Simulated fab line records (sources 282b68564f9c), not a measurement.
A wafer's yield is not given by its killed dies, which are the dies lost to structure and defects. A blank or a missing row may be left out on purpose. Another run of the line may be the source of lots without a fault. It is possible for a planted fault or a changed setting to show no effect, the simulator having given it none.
2 desks, one fault + flow rit cmos + what lay behind the numbers comes last; until then each desk has only its own

## THE TOOL OWNER'S DESK: pvd sputter-02
The tool's own readings at RIT_M1_SPUTTER_00 (material Al, target thk 400 nm, time 500 s): means of the sampled wafers that have a number, for each lot that ran on this tool. The brackets show how far a lot's mean lies from the usual mean; more than 4 standard deviations puts the lot out of limits, marked OUT.
Columns: A = cathode dc power W at RIT_M1_SPUTTER_00, usual 2000.0 W; B = chamber pressure pa at RIT_M1_SPUTTER_00, usual 0.3999 Pa; C = throttle valve pct at RIT_M1_SPUTTER_00, usual 29.9 %
| lot  | first seen here | A                        | B      | C    |
|------|-----------------|--------------------------|--------|------|
| L303 | day 3 10:01     | 2000.1                   | 0.3998 | 30.2 |
| L305 | day 4 05:16     | 2000.2                   | 0.4002 | 30.9 |
| L306 | day 4 12:00     | 2000.0                   | 0.3996 | 29.7 |
| L310 | day 5 03:18     | 2049.2 (+99 or more) OUT | 0.4011 | 30.3 |
| L311 | day 5 18:18     | 2049.5 (+99 or more) OUT | 0.3994 | 30.2 |
| L324 | day 19 13:43    | 2000.2                   | 0.4004 | 30.7 |
This desk's verdict: out of limits on L310, L311, starting with L310 at day 5 03:18 (cathode dc power W at RIT_M1_SPUTTER_00). L303, L305, L306, L324: within limits.

## THE METROLOGY DESK
What the gauges read, lot by lot, whatever tool the lot ran on: means of the sampled wafers that have a number. The brackets show how far a lot's mean lies from the usual mean; more than 4 standard deviations puts the lot out of limits, marked OUT.
Columns: A = cd nm at RIT_CONTACT_CD_MEAS_90, usual 1000.4 nm; B = M1_AL_RS at RIT_M1_RS_MEAS_01, usual 0.0738 ohm/sq; C = M1_AL_THK at RIT_M1_THK_MEAS_02, usual 391 nm
| lot  | first seen here | A      | B      | C   |
|------|-----------------|--------|--------|-----|
| L302 | day 3 05:56     | 1000.6 | 0.0736 | 392 |
| L303 | day 3 09:22     | 998.6  | 0.0737 | 392 |
| L304 | day 3 22:24     | 996.5  | 0.0720 | 401 |
| L305 | day 4 04:47     | 997.6  | 0.0737 | 389 |
| L306 | day 4 11:32     | 1000.6 | 0.0743 | 387 |
| L307 | day 4 13:10     | 999.7  | 0.0733 | 394 |
| L310 | day 5 02:49     | 997.3  | 0.0720 | 397 |
| L311 | day 5 17:38     | 1002.9 | 0.0712 | 401 |
| L317 | day 6 16:07     | 1000.3 | 0.0743 | 389 |
| L319 | day 7 00:14     | 996.9  | 0.0738 | 394 |
| L321 | day 7 08:14     | 997.9  | 0.0725 | 399 |
| L322 | day 7 14:41     | 1004.3 | 0.0748 | 388 |
| L325 | day 8 00:55     | 1000.8 | 0.0746 | 389 |
| L324 | day 19 13:14    | 1001.0 | 0.0747 | 387 |
Finding of this desk: none of the 14 lots has anything out of limits.

## TAKEN TOGETHER
At day 5 03:18, on L310, L311, the tool owner's desk was in a position to raise an alarm.
At the metrology desk, nothing out of limits was observed.
The metrology desk has L310, L311 on record, within its limits.
All the named lots went through RIT_M1_SPUTTER_00 on pvd sputter-02.

## WHAT THE SIMULATOR HAD INSERTED
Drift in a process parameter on pvd sputter-02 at RIT_M1_SPUTTER_00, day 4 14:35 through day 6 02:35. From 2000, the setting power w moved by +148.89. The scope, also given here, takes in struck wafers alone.
Struck lots among those shown: L310, L311.
How many hours passed from the start of the fault until each desk's first out-of-limits reading: the tool owner's desk, 13.
